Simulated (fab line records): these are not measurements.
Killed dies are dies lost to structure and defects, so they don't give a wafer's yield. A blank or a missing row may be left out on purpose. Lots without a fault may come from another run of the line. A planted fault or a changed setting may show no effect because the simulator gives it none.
The tool behind it: which one? || flow rit_cmos || Sampling: 7 lots, 21 wafers, 2 of 202 route steps

== WHAT EACH GAUGE READ, for each wafer ==
RIT_SPACER_THK_MEAS_04.
{"lot": "L910", "measured": "day 3 12:27", "on": "film_metro-02", "SPACER_NITRIDE_THK (nm)": "246.1 246.6 245.7"}
{"lot": "L914", "measured": "day 4 08:23", "on": "film_metro-04", "SPACER_NITRIDE_THK (nm)": "244.9 247.0 245.7"}
{"lot": "L916", "measured": "day 4 19:19", "on": "film_metro-02", "SPACER_NITRIDE_THK (nm)": "246.8 250.0 248.0"}
{"lot": "L918", "measured": "day 5 05:40", "on": "film_metro-04", "SPACER_NITRIDE_THK (nm)": "251.0 249.2 251.7"}
{"lot": "L920", "measured": "day 5 15:17", "on": "film_metro-01", "SPACER_NITRIDE_THK (nm)": "351.4 348.7 349.8"}
{"lot": "L925", "measured": "day 6 17:06", "on": "film_metro-01", "SPACER_NITRIDE_THK (nm)": "246.6 245.9 247.0"}
{"lot": "L929", "measured": "day 7 12:11", "on": "film_metro-02", "SPACER_NITRIDE_THK (nm)": "249.3 249.4 249.4"}

== WHICH TOOL RAN EACH LOT (tool, then ch and the chambers of the sampled wafers, then the start) ==
{"lot": "L910", "RIT_SPACER_CVD_03": "lpcvd-02 ch 0, day 3 10:32"}
{"lot": "L914", "RIT_SPACER_CVD_03": "lpcvd-02 ch 0, day 4 06:28"}
{"lot": "L916", "RIT_SPACER_CVD_03": "lpcvd-01 ch 0, day 4 17:22"}
{"lot": "L918", "RIT_SPACER_CVD_03": "lpcvd-01 ch 0, day 5 03:45"}
{"lot": "L920", "RIT_SPACER_CVD_03": "lpcvd-01 ch 0, day 5 13:21"}
{"lot": "L925", "RIT_SPACER_CVD_03": "lpcvd-02 ch 1, day 6 15:10"}
{"lot": "L929", "RIT_SPACER_CVD_03": "lpcvd-02 ch 0, day 7 10:16"}
- RIT_SPACER_CVD_03: deposits Si3N4 from SiH2Cl2/NH3, target thk 250 nm, time 3300 s.

== THE ANSWER, worked out from the rows above alone ==
Rule: what is usual is taken from the lots themselves. Put in order of their means at a reading, lots are off if they are a third of the lots or fewer, leave a main group of 4 or more, and stand apart from it by a gap of 3 or more times the standard deviation of the main group's means; of several such gaps the widest counts. The tables above print the reading to a certain number of digits; a main group whose means all agree to those digits is not used. Also off: a lot with no number at a reading for which 4 or more lots have one. Where the step has rows for the other lots, those lots are counted as sound.
Off: L920, seen at RIT_SPACER_THK_MEAS_04 (SPACER_NITRIDE_THK). The main group: mean 247.8 nm, standard deviation 1.8.
A tool fits if, at a process step before that reading, it ran every lot that is off, and no sound lot after the first of them. Gauges at RIT_SPACER_THK_MEAS_04: tried the same way as those tools. One fits: RIT_SPACER_CVD_03 on lpcvd-01. A fault onset in the window from L918 (day 5 03:45, its last sound lot) to L920 (day 5 13:21, its first lot off) fits.

== WHAT WAS PUT IN BY THE SIMULATOR ==
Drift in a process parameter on lpcvd-01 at RIT_SPACER_CVD_03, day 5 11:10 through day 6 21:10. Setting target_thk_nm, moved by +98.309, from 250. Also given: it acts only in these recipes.
Shown lots that were struck: L920. This agrees with what the rule above found.
